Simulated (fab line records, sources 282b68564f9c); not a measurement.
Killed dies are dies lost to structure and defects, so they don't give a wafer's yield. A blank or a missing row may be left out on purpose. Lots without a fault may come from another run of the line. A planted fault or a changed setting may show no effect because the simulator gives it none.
fab line records | flow rit_cmos
record lots=6 wafers=18 last_day=7
route steps=202 shown SDANNEAL@156 PSD@157 NSD@158 PLDD@159 NLDD@160 SILICIDE@161 CONTACT@168
lots that met no fault: from a run of the same line without faults
start_h: hours from the record's first day to the start of the lot's first wafer shown | wait_h: hours since the lot's step before | " the same as in the row above | L1.1+2: a row that stands for several wafers | - no value, or no start given | * or withheld: withheld | < > ~ a bound
route shown NAME@n: a module of which the file shows steps, and the number in the route of the first | usual: mean/standard deviation of fault-free wafers | same: alike in all rows | chamber/n: place in a boat | sites: the reading at each site | _std_site: their standard deviation | _edge_site: outer sites' mean less inner sites' | radius_mm: how far each site lies from the wafer's centre | mask NAME#n: copy n | behind: the tool/chamber that last shaped the wafer | hold: why the lot was held/for how many hours/how that ended | device: the transistor (n, p or np) that didn't switch | end of line: the same wafers' tests at the end of the route | a step without rows: its recipe alone | killed: dies lost to structure and defects at the first sort, not the wafer's yield | map: a wafer's dies, x killed, . not, _ none there
set.NAME: the setting as run; set.NAME@STEP: as run at that earlier step | model.NAME: the simulator's own value behind a step, which no gauge read
lots at some steps of the route; a table a step, a row a wafer
services: from which hour (start_h, from the record's first day; less than 0 if before it) a tool's chamber was out of use, for how many hours, and why
## steps
# step RIT_SDANNEAL_RTA_03
# recipe temp_c=1050 time_s=5 idle_temp_c=600 ramp_up_c_per_s=342 ramp_down_c_per_s=171 cool_to_c=600 ambient=N2
# usual wafer_temp_C_max=1053.4/1.1
# columns lot.wafer tool chamber start_h wait_h wafer_temp_C_max
L312.2 rtp_anneal-01 0 49.34 0.0 1051.4
L312.4 " 0 " " 1053.2
L312.5 " 0 " " 1053.2
L316.2 rtp_anneal-01 0 69.38 0.0 1053.2
L316.5 " 0 " " 1055.5
L316.6 " 0 " " 1052.1
L322.3 rtp_anneal-01 0 98.59 0.0 1052.8
L322.4 " 0 " " 1053.1
L322.5 " 0 " " 1053.6
L325.1 rtp_anneal-02 0 116.71 0.0 1054.1
L325.3 " 0 " " 1053.9
L325.6 " 0 " " 1051.8
L330.1 rtp_anneal-02 0 140.06 0.0 1057.3
L330.3 " 0 " " 1051.9
L330.6 " 0 " " 1054.9
L332.1 rtp_anneal-02 0 149.91 0.0 1054.8
L332.4 " 0 " " 1054.6
L332.6 " 0 " " 1053.9
# step RIT_SDANNEAL_RS_MEAS_04
# recipe thk_meas_gauge=four-point-probe
# usual PSD_RS=115.93/0.24
# columns lot.wafer tool chamber start_h wait_h PSD_RS[ohm/sq]
L312.2 film_metro-03 - 49.41 0.1 115.63
L312.4 " - " " 115.76
L312.5 " - " " 115.86
L316.2 film_metro-03 - 69.45 0.1 116.01
L316.5 " - " " 116.14
L316.6 " - " " 116.14
L322.3 film_metro-01 - 98.67 0.1 116.15
L322.4 " - " " 116.17
L322.5 " - " " 115.93
L325.1 film_metro-03 - 116.83 0.1 115.75
L325.3 " - " " 115.75
L325.6 " - " " 115.97
L330.1 film_metro-04 - 140.12 0.0 115.95
L330.3 " - " " 115.82
L330.6 " - " " 115.80
L332.1 film_metro-03 - 149.97 0.0 115.74
L332.4 " - " " 115.77
L332.6 " - " " 115.61
# step RIT_SDANNEAL_RS_MEAS_05
# recipe thk_meas_gauge=four-point-probe
# usual NSD_RS=84.51/0.3
# columns lot.wafer tool chamber start_h wait_h NSD_RS[ohm/sq]
L312.2 film_metro-03 - 49.53 0.1 84.22
L312.4 " - " " 84.12
L312.5 " - " " 84.45
L316.2 film_metro-03 - 69.57 0.1 84.40
L316.5 " - " " 84.76
L316.6 " - " " 84.76
L322.3 film_metro-01 - 98.79 0.1 84.93
L322.4 " - " " 84.60
L322.5 " - " " 84.70
L325.1 film_metro-03 - 116.95 0.1 84.18
L325.3 " - " " 84.00
L325.6 " - " " 83.97
L330.1 film_metro-04 - 140.24 0.1 84.22
L330.3 " - " " 84.01
L330.6 " - " " 84.14
L332.1 film_metro-03 - 150.09 0.1 85.05
L332.4 " - " " 85.29
L332.6 " - " " 85.19
# step RIT_SDANNEAL_RS_MEAS_06
# recipe thk_meas_gauge=four-point-probe
# usual PLDD_RS=178.7/0.49
# columns lot.wafer tool chamber start_h wait_h PLDD_RS[ohm/sq]
L312.2 film_metro-03 - 49.65 0.1 178.5
L312.4 " - " " 178.0
L312.5 " - " " 178.1
L316.2 film_metro-03 - 69.69 0.1 178.9
L316.5 " - " " 179.1
L316.6 " - " " 178.9
L322.3 film_metro-01 - 98.91 0.1 179.4
L322.4 " - " " 179.1
L322.5 " - " " 179.0
L325.1 film_metro-03 - 117.07 0.1 178.0
L325.3 " - " " 178.0
L325.6 " - " " 178.0
L330.1 film_metro-04 - 140.36 0.1 178.7
L330.3 " - " " 179.3
L330.6 " - " " 179.0
L332.1 film_metro-03 - 150.21 0.1 179.6
L332.4 " - " " 179.8
L332.6 " - " " 178.6
# step RIT_SDANNEAL_RS_MEAS_07
# recipe thk_meas_gauge=four-point-probe
# usual NLDD_RS=151.6/0.43
# columns lot.wafer tool chamber start_h wait_h NLDD_RS[ohm/sq]
L312.2 film_metro-03 - 49.77 0.1 150.9
L312.4 " - " " 151.4
L312.5 " - " " 151.0
L316.2 film_metro-03 - 69.81 0.1 151.3
L316.5 " - " " 151.7
L316.6 " - " " 151.5
L322.3 film_metro-01 - 99.03 0.1 151.4
L322.4 " - " " 151.4
L322.5 " - " " 151.2
L325.1 film_metro-03 - 117.19 0.1 151.9
L325.3 " - " " 152.0
L325.6 " - " " 152.4
L330.1 film_metro-04 - 140.48 0.1 151.5
L330.3 " - " " 151.8
L330.6 " - " " 151.7
L332.1 film_metro-03 - 150.33 0.1 151.6
L332.4 " - " " 151.5
L332.6 " - " " 151.8
# step RIT_SILICIDE_WET_ETCH_00
# recipe chemistry=BOE target=SiO2 target_depth_nm=14 time_s=15 dry=n2_spin dilution=10:1 temp_c=21.5
# step RIT_SILICIDE_SPUTTER_01
# recipe material=Ti target_thk_nm=30 power_w=350 chamber_pressure_pa=0.667 gas=Ar time_s=240 substrate_temp_c=25
# usual throttle_valve_pct=30.5/1.2
# columns lot.wafer tool chamber start_h wait_h throttle_valve_pct
L312.2 pvd_sputter-02 - 49.88 0.0 33.8
L312.4 " - " " 29.7
L312.5 " - " " 30.9
L316.2 pvd_sputter-02 - 69.92 0.0 29.9
L316.5 " - " " 29.8
L316.6 " - " " 30.8
L322.3 pvd_sputter-02 - 99.13 0.0 29.9
L322.4 " - " " 31.5
L322.5 " - " " 34.0
L325.1 pvd_sputter-03 - 117.32 0.0 30.2
L325.3 " - " " 30.4
L325.6 " - " " 29.9
L330.1 pvd_sputter-02 - 140.63 0.0 33.7
L330.3 " - " " 31.4
L330.6 " - " " 33.6
L332.1 pvd_sputter-02 - 150.48 0.0 33.7
L332.4 " - " " 29.9
L332.6 " - " " 31.5
# step RIT_SILICIDE_RS_MEAS_02
# recipe thk_meas_gauge=four-point-probe reads=Ti_of_SILICIDE_SPUTTER_01
# usual SILICIDE_TI_RS=47.6/0.63
# columns lot.wafer tool chamber start_h wait_h SILICIDE_TI_RS[ohm/sq]
L312.2 film_metro-02 - 50.05 0.1 47.0
L312.4 " - " " 47.2
L312.5 " - " " 47.0
L316.2 film_metro-02 - 70.09 0.1 47.2
L316.5 " - " " 47.2
L316.6 " - " " 47.4
L322.3 film_metro-04 - 99.32 0.1 48.1
L322.4 " - " " 48.3
L322.5 " - " " 48.1
L325.1 film_metro-01 - 117.47 0.1 46.9
L325.3 " - " " 47.2
L325.6 " - " " 46.7
L330.1 film_metro-01 - 140.78 0.1 48.9
L330.3 " - " " 49.0
L330.6 " - " " 48.8
L332.1 film_metro-02 - 150.63 0.1 47.2
L332.4 " - " " 47.1
L332.6 " - " " 47.7
# step RIT_SILICIDE_THK_MEAS_03
# recipe thk_meas_gauge=xrf reads=Ti_of_SILICIDE_SPUTTER_01
# usual SILICIDE_TI_THK=30.1/0.39
# columns lot.wafer tool chamber start_h wait_h SILICIDE_TI_THK[nm]
L312.2 film_metro-02 - 50.16 0.1 30.4
L312.4 " - " " 30.3
L312.5 " - " " 30.4
L316.2 film_metro-02 - 70.20 0.1 30.3
L316.5 " - " " 30.3
L316.6 " - " " 30.4
L322.3 film_metro-04 - 99.42 0.1 30.1
L322.4 " - " " 29.9
L322.5 " - " " 30.1
L325.1 film_metro-01 - 117.59 0.1 30.1
L325.3 " - " " 29.9
L325.6 " - " " 30.3
L330.1 film_metro-01 - 140.90 0.1 29.1
L330.3 " - " " 29.2
L330.6 " - " " 29.2
L332.1 film_metro-02 - 150.75 0.1 30.2
L332.4 " - " " 30.3
L332.6 " - " " 30.1
# step RIT_SILICIDE_RTA_04
# recipe temp_c=650 time_s=10 idle_temp_c=25 ramp_up_s=5 ramp_down_s=5 cool_to_c=25 ambient=N2
# usual wafer_temp_C_max=652.3/0.97
# columns lot.wafer tool chamber start_h wait_h wafer_temp_C_max
L312.2 rtp_anneal-02 0 50.22 0.1 651.1
L312.4 " 0 " " 651.5
L312.5 " 0 " " 651.6
L316.2 rtp_anneal-02 0 70.27 0.1 651.9
L316.5 " 0 " " 651.9
L316.6 " 0 " " 652.3
L322.3 rtp_anneal-02 0 99.48 0.1 651.6
L322.4 " 0 " " 651.8
L322.5 " 0 " " 651.9
L325.1 rtp_anneal-01 0 117.65 0.1 652.3
L325.3 " 0 " " 652.7
L325.6 " 0 " " 652.6
L330.1 rtp_anneal-01 0 140.96 0.1 653.8
L330.3 " 0 " " 653.4
L330.6 " 0 " " 654.0
L332.1 rtp_anneal-01 0 150.81 0.1 652.0
L332.4 " 0 " " 653.1
L332.6 " 0 " " 653.1
# step RIT_SILICIDE_WET_ETCH_05
# recipe chemistry=SPM target=Ti temp_c=90 time_s=120 dry=n2_spin
# step RIT_SILICIDE_RTA_06
# recipe temp_c=750 time_s=10 idle_temp_c=25 ramp_up_s=5 ramp_down_s=10 cool_to_c=25 ambient=N2
# usual wafer_temp_C_max=752.5/1
# columns lot.wafer tool chamber start_h wait_h wafer_temp_C_max
L312.2 rtp_anneal-01 0 50.33 0.0 753.1
L312.4 " 0 " " 753.7
L312.5 " 0 " " 754.6
L316.2 rtp_anneal-01 0 70.38 0.0 752.5
L316.5 " 0 " " 753.6
L316.6 " 0 " " 753.4
L322.3 rtp_anneal-01 0 99.59 0.0 754.2
L322.4 " 0 " " 753.5
L322.5 " 0 " " 754.0
L325.1 rtp_anneal-02 0 117.76 0.0 751.3
L325.3 " 0 " " 751.8
L325.6 " 0 " " 751.5
L330.1 rtp_anneal-02 0 141.07 0.0 751.1
L330.3 " 0 " " 752.3
L330.6 " 0 " " 751.6
L332.1 rtp_anneal-02 0 150.92 0.0 751.3
L332.4 " 0 " " 751.7
L332.6 " 0 " " 752.0
# step RIT_CONTACT_CVD_00
# recipe material=SiO2 target_thk_nm=400 precursor=TEOS temp_c=390 time_s=63.41 rf_w=400
# usual heater_power_w=324/66
# columns lot.wafer tool chamber start_h wait_h heater_power_w model.SiO2_of_CONTACT_CVD_00.thk_nm
L312.2 pecvd-04 1 50.39 0.0 185 408.6
L312.4 " 1 " " 196 411.7
L312.5 " 2 " " 312 411.4
L316.2 pecvd-03 2 70.43 0.0 433 409.9
L316.5 " 0 " " 360 418.3
L316.6 " 2 " " 347 418.1
L322.3 pecvd-03 1 99.63 0.0 382 404.5
L322.4 " 0 " " 362 582.6
L322.5 " 2 " " 372 412.6
L325.1 pecvd-03 2 117.89 0.1 375 417.7
L325.3 " 0 " " 311 579.1
L325.6 " 1 " " 438 423.3
L330.1 pecvd-04 2 141.14 0.1 342 408.7
L330.3 " 0 " " 372 404.7
L330.6 " 0 " " 365 416.7
L332.1 pecvd-02 2 150.99 0.1 339 413.1
L332.4 " 2 " " 362 418.4
L332.6 " 1 " " 311 418
# step RIT_CONTACT_THK_MEAS_01
# recipe reads=SiO2_of_CONTACT_CVD_00
# usual CONTACT_TEOS_THK=414/5.2
# columns lot.wafer tool chamber start_h wait_h CONTACT_TEOS_THK[nm]
L312.2 film_metro-03 - 50.45 0.0 409
L312.4 " - " " 412
L312.5 " - " " 412
L316.2 film_metro-03 - 70.52 0.1 410
L316.5 " - " " 418
L316.6 " - " " 418
L322.3 film_metro-01 - 99.70 0.0 404
L322.4 " - " " 582
L322.5 " - " " 413
L325.1 film_metro-02 - 117.94 0.0 418
L325.3 " - " " 579
L325.6 " - " " 423
L330.1 film_metro-01 - 141.19 0.0 409
L330.3 " - " " 405
L330.6 " - " " 416
L332.1 film_metro-01 - 151.04 0.0 413
L332.4 " - " " 418
L332.6 " - " " 418
# step RIT_CONTACT_HMDS_02
# recipe prime_time_s=60 prime_temp_c=140
# step RIT_CONTACT_COAT_03
# recipe resist=NOVOLAK spin_rpm=3250 resist_thk_nm=1000
# step RIT_CONTACT_SOFTBAKE_04
# recipe resist=NOVOLAK temp_c=90 time_s=60
# step RIT_CONTACT_EXPOSE_05
# recipe mask_id=M11 na=0.6 source_shape=conventional sigma_outer=0.5 target_cd_nm=1000 dose_mj=250
# step RIT_CONTACT_PEB_06
# recipe resist=NOVOLAK temp_c=withheld time_s=withheld
# step RIT_CONTACT_DEVELOP_07
# recipe resist=NOVOLAK develop_time_s=120 dev_temp_c=23
# step RIT_CONTACT_CD_MEAS_08
# recipe target_cd_nm=1000
# usual cd_nm=1000.2/1.8
# columns lot.wafer tool chamber start_h wait_h cd_nm
L312.2 cd_sem-01 - 51.61 - 1000.2
L312.4 " - " " 1000.1
L312.5 " - " " 998.9
L316.2 cd_sem-01 - 71.56 - 1002.0
L316.5 " - " " 1000.4
L316.6 " - " " 1000.9
L322.3 cd_sem-02 - 100.75 - 997.3
L322.4 " - " " 997.2
L322.5 " - " " 1000.2
L325.1 cd_sem-01 - 119.10 - 994.7
L325.3 " - " " 999.1
L325.6 " - " " 999.7
L330.1 cd_sem-01 - 142.21 - 1001.9
L330.3 " - " " 999.7
L330.6 " - " " 1000.3
L332.1 cd_sem-01 - 152.31 - 1001.7
L332.4 " - " " 1002.8
L332.6 " - " " 999.1
# step RIT_CONTACT_OVL_MEAS_09
# usual CONTACT_OVL=-0.1/1.5
# columns lot.wafer tool chamber start_h wait_h CONTACT_OVL[nm]
L312.2 overlay-01 - 51.72 0.1 -2.1
L312.4 " - " " -3.1
L312.5 " - " " -2.3
L316.2 overlay-01 - 71.66 0.1 -1.7
L316.5 " - " " 0.3
L316.6 " - " " -0.2
L322.3 overlay-02 - 100.84 0.1 -1.6
L322.4 " - " " 0.8
L322.5 " - " " -0.3
L325.1 overlay-02 - 119.22 0.1 0.9
L325.3 " - " " 1.0
L325.6 " - " " 1.4
L330.1 overlay-02 - 142.33 0.1 -2.8
L330.3 " - " " -3.2
L330.6 " - " " -1.5
L332.1 overlay-01 - 152.43 0.1 -1.8
L332.4 " - " " -2.1
L332.6 " - " " -0.7
# step RIT_CONTACT_HARDBAKE_10
# recipe resist=NOVOLAK temp_c=140 time_s=60
# step RIT_CONTACT_ETCH_11
# recipe target_depth_a=4800 over_etch_frac=0.2 stop_on=TiSi2 chemistry=CHF3/CF4/Ar target=SiO2 CHF3_flow_sccm=50 cf4_flow_sccm=10 Ar_flow_sccm=100 O2_flow_sccm=5 pressure_mtorr=100 rf_w=200 time_s=320
# usual drypump_motor_current_A=5.8/0.36 oes_product_au=0.993/0.014 throttle_valve_pct=8.84/0.15
# columns lot.wafer tool chamber start_h wait_h drypump_motor_current_A oes_product_au rf_hours_counter_h throttle_valve_pct model.etch.depth_nm model.CONTACT.feature_depth_nm
L312.2 rie_diel-03 1 51.97 0.1 6.1 0.997 138 8.58 408.6 408.6
L312.4 " 3 " " 5.8 1.004 60 8.83 411.7 411.7
L312.5 " 3 " " 5.8 0.995 - 8.82 411.4 411.4
L316.2 rie_diel-01 2 71.84 0.1 6.2 1.007 52 8.77 409.9 409.9
L316.5 " 1 " " 5.8 0.980 - 8.86 418.3 418.3
L316.6 " 0 " " 6.1 0.995 - 8.70 418.1 418.1
L322.3 rie_diel-03 0 101.01 0.1 5.7 0.976 39 8.96 404.5 404.5
L322.4 " 3 " " 5.9 1.009 62 8.82 480.8 480.8
L322.5 " 0 " " 5.7 0.986 - 8.93 412.6 412.6
L325.1 rie_diel-01 0 119.46 0.1 6.1 0.996 150 8.69 417.7 417.7
L325.3 " 1 " " 5.8 0.982 1 8.88 481.1 481.1
L325.6 " 1 " " 5.8 0.979 - 8.88 423.3 423.3
L330.1 rie_diel-03 1 142.52 0.1 6.2 0.988 140 8.60 408.7 408.7
L330.3 " 2 " " 5.3 1.007 115 8.95 404.7 404.7
L330.6 " 3 " " 5.8 1.007 - 8.82 416.7 416.7
L332.1 rie_diel-04 2 152.61 0.1 5.3 0.986 8 9.09 413.1 413.1
L332.4 " 1 " " 6.1 0.988 45 8.64 418.4 418.4
L332.6 " 2 " " 5.3 0.980 - 9.10 418 418
# step RIT_CONTACT_STRIP_12
# recipe chemistry=O2 time_s=180 resist=NOVOLAK platen_temp_c=withheld power_w=500 pressure_mtorr=4000 o2_flow_sccm=4000
# usual drypump_motor_current_A=5.4/0.47
# columns lot.wafer tool chamber start_h wait_h drypump_motor_current_A rf_hours_counter_h
L312.2 plasma_asher-02 0 52.17 0.1 5.9 43
L312.4 " 0 " " 5.9 -
L312.5 " 0 " " 5.9 -
L316.2 plasma_asher-02 0 72.04 0.1 5.9 45
L316.5 " 0 " " 5.9 -
L316.6 " 1 " " 5.9 -
L322.3 plasma_asher-01 0 101.27 0.2 4.6 -
L322.4 " 1 " " 5.2 -
L322.5 " 1 " " 5.2 -
L325.1 plasma_asher-04 1 119.66 0.1 5.7 33
L325.3 " 1 " " 5.7 -
L325.6 " 1 " " 5.7 -
L330.1 plasma_asher-02 1 142.71 0.1 5.9 3
L330.3 " 0 " " 5.9 -
L330.6 " 0 " " 5.9 -
L332.1 plasma_asher-01 1 152.81 0.1 5.2 51
L332.4 " 0 " " 4.7 -
L332.6 " 1 " " 5.2 -
# step RIT_CONTACT_CD_MEAS_90
# recipe target_cd_nm=1000
# usual cd_nm=1000.2/1.9
# columns lot.wafer tool chamber start_h wait_h cd_nm
L312.2 cd_sem-01 - 52.36 0.1 1000.6
L312.4 " - " " 999.5
L312.5 " - " " 998.4
L316.2 cd_sem-02 - 72.23 0.1 1002.1
L316.5 " - " " 1000.3
L316.6 " - " " 1001.0
L322.3 cd_sem-02 - 101.42 0.1 996.9
L322.4 " - " " 997.6
L322.5 " - " " 1000.1
L325.1 cd_sem-01 - 119.83 0.1 994.7
L325.3 " - " " 998.7
L325.6 " - " " 1000.2
L330.1 cd_sem-02 - 142.89 0.1 1001.7
L330.3 " - " " 1000.0
L330.6 " - " " 1000.1
L332.1 cd_sem-01 - 152.98 0.1 1002.2
L332.4 " - " " 1003.1
L332.6 " - " " 999.4
# step RIT_CONTACT_CLEAN_13
# recipe chemistry=SC1 mix=3:3:50 time_s=600 temp_c=75
# columns lot.wafer tool chamber start_h wait_h model.SiO2_of_CONTACT_CVD_00.thk_nm
L312.2 wet_bench-02 1 52.46 0.1 404.5
L312.4 " 1 " " 407.7
L312.5 " 1 " " 407.3
L316.2 wet_bench-01 3 72.33 0.1 405.8
L316.5 " 3 " " 414.2
L316.6 " 3 " " 413.9
L322.3 wet_bench-03 3 101.50 0.1 400.4
L322.4 " 3 " " 578.5
L322.5 " 3 " " 408.5
L325.1 wet_bench-02 0 119.95 0.1 413.5
L325.3 " 0 " " 574.9
L325.6 " 0 " " 419.1
L330.1 wet_bench-03 1 143.01 0.1 404.6
L330.3 " 1 " " 400.6
L330.6 " 1 " " 412.6
L332.1 wet_bench-02 0 153.10 0.1 409
L332.4 " 0 " " 414.3
L332.6 " 0 " " 413.9
# step RIT_CONTACT_CLEAN_14
# recipe chemistry=SC2 mix=3:3:50 time_s=600 temp_c=75 dry=n2_spin
## services
# columns tool chamber start_h hours kind
rie_diel-04 2 27.79 10.4 repair
rie_diel-01 0 30.76 19.4 repair
rie_diel-01 1 32.34 2.6 repair
rie_diel-03 0 33.76 4.5 repair
pvd_sputter-03 - 37.43 5.9 repair
rie_diel-04 1 46.52 11.5 repair
rie_diel-04 1 58.94 12.4 repair
rie_diel-01 - 60.98 4.1 repair
pecvd-02 1 61.47 20.1 repair
rie_diel-04 3 63.48 12.8 repair
pecvd-04 0 66.87 6.9 repair
rie_diel-01 - 67.61 0.7 repair
pecvd-03 1 70.16 23.7 repair
rie_diel-04 2 78.94 5.8 repair
pvd_sputter-02 - 85.36 5.3 repair
wet_bench-01 - 102.85 3.5 repair
pvd_sputter-02 - 103.14 8.6 repair
plasma_asher-02 - 108.75 9.0 pm
rie_diel-03 0 109.35 9.4 repair
rie_diel-03 1 113.32 8.1 repair
pvd_sputter-03 - 113.76 1.6 repair
rtp_anneal-01 - 130.25 1.1 pm
pecvd-04 0 152.00 8.1 repair
rtp_anneal-01 - 152.92 5.1 pm
## key
first_sign step=RIT_CONTACT_THK_MEAS_01 reading=CONTACT_TEOS_THK direction=up sigmas=32 usual=414 struck=581
effect none on later readings
model_effect step=RIT_CONTACT_CVD_00 value=SiO2_of_CONTACT_CVD_00.thk_nm without=414.5 struck=580.8
model_effect step=RIT_CONTACT_ETCH_11 value=etch.depth_nm without=414.5 struck=480.9
model_effect step=RIT_CONTACT_CLEAN_13 value=SiO2_of_CONTACT_CVD_00.thk_nm without=410.4 struck=576.7
met_at RIT_CONTACT_CVD_00
struck_wafers L322.4,L325.3
later_rows_left_out L322.4,L325.3
sort_left_out L322.4,L325.3
tester_left_out L322,L325
onset_between 70.43 99.63
fault kind=process_parameter_drift tool=pecvd-03 chamber=0 onset_h=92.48 steps=RIT_CONTACT_CVD_00 channel=target_thk_nm offset=160 shape=step end_h=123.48 stated=400
# tester_left_out: of these lots the tester's yield and bins aren't shown, on N5 and GAA mostly nor the transistor test; their killed dies are dies lost to structure and defects alone, not to doping, threshold or leakage, so they don't give the yield
# sort_left_out: the simulated sort isn't trusted on such a fault, so these wafers' sort isn't shown, and their yield isn't known
# later_rows_left_out: the simulator's readings of these wafers behind a module that went badly wrong aren't trusted and aren't shown, but for the sort
